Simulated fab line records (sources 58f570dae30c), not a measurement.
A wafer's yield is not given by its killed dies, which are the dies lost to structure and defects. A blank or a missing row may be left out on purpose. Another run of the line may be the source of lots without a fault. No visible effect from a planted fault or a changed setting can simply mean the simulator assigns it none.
Which tool is to blame? :: flow berkeley_cmos170 :: 8 lots with 24 wafers sampled at 2 steps, on a route of 331 steps

## WHAT THE GAUGES READ, wafer by wafer
UCB170_V1_OVL_MEAS_13.
lot: L480
measured: day 9 04:03
on: overlay-01
V1_OVL (nm): 2 3 6

lot: L484
measured: day 10 01:10
on: overlay-01
V1_OVL (nm): -2 0 -2

lot: L483
measured: day 10 03:09
on: overlay-02
V1_OVL (nm): -5 -4 -14

lot: L487
measured: day 11 00:30
on: overlay-02
V1_OVL (nm): 0 7 -1

lot: L489
measured: day 11 12:10
on: overlay-02
V1_OVL (nm): 11 8 0

lot: L491
measured: day 12 03:26
on: overlay-02
V1_OVL (nm): 169 172 168

lot: L492
measured: day 12 10:59
on: overlay-02
V1_OVL (nm): 162 164 174

lot: L498
measured: day 13 16:36
on: overlay-01
V1_OVL (nm): -10 -8 -10

## WHAT TOOL EACH LOT RAN ON (gives the tool, then ch and the chambers of the sampled wafers, and finally the start)
lot: L480
UCB170_V1_EXPOSE_09: krf_scanner-01 ch 0, day 9 03:34

lot: L484
UCB170_V1_EXPOSE_09: krf_scanner-01 ch 0, day 10 00:41

lot: L483
UCB170_V1_EXPOSE_09: krf_scanner-02 ch 0, day 10 02:36

lot: L487
UCB170_V1_EXPOSE_09: krf_scanner-02 ch 0, day 10 23:55

lot: L489
UCB170_V1_EXPOSE_09: krf_scanner-01 ch 0, day 11 11:40

lot: L491
UCB170_V1_EXPOSE_09: krf_scanner-01 ch 0, day 12 02:43

lot: L492
UCB170_V1_EXPOSE_09: krf_scanner-01 ch 0, day 12 09:31

lot: L498
UCB170_V1_EXPOSE_09: krf_scanner-02 ch 0, day 13 15:54
- UCB170_V1_EXPOSE_09: exposes mask VIA1, target cd 700 nm.

## THE ANSWER, worked out from the rows above alone
Rule: the lots themselves supply what counts as usual. The widest of any qualifying gaps counts: lots, ordered by their means at a reading, are off when they make up no more than a third of the lots, leave a main group of 4 or more, and stand apart from it by 3 or more times the standard deviation of that group's means. If all means in a main group match to the digits the tables above print for the reading, that group is not used. A lot without any number at a reading at which 4 lots or more have one is off too. Any other lot the step has rows for is counted as sound.
Off: at UCB170_V1_OVL_MEAS_13 (V1_OVL), L491, L492. The main group has a mean of -1 nm with a standard deviation of 5.8.
A tool fits if, at a process step before that reading, it ran every lot that is off, and no sound lot after the first of them. Gauges at UCB170_V1_OVL_MEAS_13: tried the same way as those tools. 2 tools fit, krf_scanner-01 at UCB170_V1_EXPOSE_09 and overlay-02 at UCB170_V1_OVL_MEAS_13, so this cannot tell which one it is.

## WHAT THE SIMULATOR PUT IN
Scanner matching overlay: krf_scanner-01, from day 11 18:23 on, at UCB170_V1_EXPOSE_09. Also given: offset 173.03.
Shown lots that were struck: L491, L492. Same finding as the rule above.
